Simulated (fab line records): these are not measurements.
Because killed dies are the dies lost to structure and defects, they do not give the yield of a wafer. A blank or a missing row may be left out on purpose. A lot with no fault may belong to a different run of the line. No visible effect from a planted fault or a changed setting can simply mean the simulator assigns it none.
One fault seen from 2 desks || flow berkeley_cmos170 || only its own numbers are on each desk; what lay behind them is given at the end

== DESK OF THE TOOL OWNER: implanter-04 ==
The tool's own readings at UCB170_NLDD_IMPLANT_08: means of the sampled wafers that have a number, for each lot that ran on this tool. Marked OUT: a lot whose mean sits more than 4 standard deviations from the usual mean, which makes it out of limits; the brackets give that distance.
Columns: A = tilt_deg at UCB170_NLDD_IMPLANT_08, usual 7.003 degrees
{"lot": "L525", "first seen here": "day 6 23:31", "A": 7.000}
{"lot": "L527", "first seen here": "day 6 23:59", "A": 7.007}
{"lot": "L526", "first seen here": "day 7 12:59", "A": 7.013}
{"lot": "L528", "first seen here": "day 7 13:14", "A": "4.334 (-99 or more) OUT"}
{"lot": "L530", "first seen here": "day 8 01:22", "A": "4.323 (-99 or more) OUT"}
{"lot": "L542", "first seen here": "day 10 16:39", "A": 7.010}
{"lot": "L543", "first seen here": "day 11 00:35", "A": 6.988}
This desk's verdict: out of limits on L528, L530, starting with L528 at day 7 13:14 (tilt_deg at UCB170_NLDD_IMPLANT_08). In limits: L525, L527, L526, L542, L543.

== METROLOGY DESK ==
What the gauges read, lot by lot, whatever tool the lot ran on: means of the sampled wafers that have a number. Marked OUT: a lot whose mean sits more than 4 standard deviations from the usual mean, which makes it out of limits; the brackets give that distance.
Columns: A = NLDD_RS at UCB170_SDANNEAL_RS_MEAS_05, usual 616.2 ohm/sq
{"lot": "L522", "first seen here": "day 5 22:35", "A": 616.4}
{"lot": "L525", "first seen here": "day 7 08:10", "A": 613.6}
{"lot": "L527", "first seen here": "day 7 08:29", "A": 616.1}
{"lot": "L524", "first seen here": "day 7 08:35", "A": 615.8}
{"lot": "L528", "first seen here": "day 8 01:18", "A": "579.0 (-21) OUT"}
{"lot": "L526", "first seen here": "day 8 01:28", "A": 615.1}
{"lot": "L530", "first seen here": "day 8 11:40", "A": "581.5 (-19) OUT"}
{"lot": "L538", "first seen here": "day 10 08:11", "A": 616.7}
{"lot": "L539", "first seen here": "day 10 12:14", "A": 618.9}
{"lot": "L540", "first seen here": "day 10 22:53", "A": 616.7}
{"lot": "L542", "first seen here": "day 11 01:31", "A": 617.2}
{"lot": "L543", "first seen here": "day 11 12:38", "A": 614.3}
{"lot": "L545", "first seen here": "day 11 13:10", "A": 619.1}
{"lot": "L544", "first seen here": "day 11 13:32", "A": 617.0}
Finding of this desk: L528, L530 out of limits, first seen on L528 at day 8 01:18 (NLDD_RS at UCB170_SDANNEAL_RS_MEAS_05). In limits: L522, L525, L527, L524, L526, L538, L539, L540, L542, L543, L545, L544.

== PUT TOGETHER ==
The tool owner's desk had the chance to raise an alarm at day 7 13:14 on L528, L530.
The metrology desk could have raised an alarm at day 8 01:18, on L528, L530.
UCB170_NLDD_IMPLANT_08 was run on implanter-04 by each of the lots named.

== WHAT WAS PUT IN BY THE SIMULATOR ==
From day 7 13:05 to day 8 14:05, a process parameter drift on implanter-04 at UCB170_NLDD_IMPLANT_08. Setting tilt_deg, moved by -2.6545, from 7. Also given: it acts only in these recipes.
Struck lots among those shown: L528, L530.
Time in hours from fault onset to the first out-of-limits reading at each desk: tool owner's desk 0, metrology desk 12.
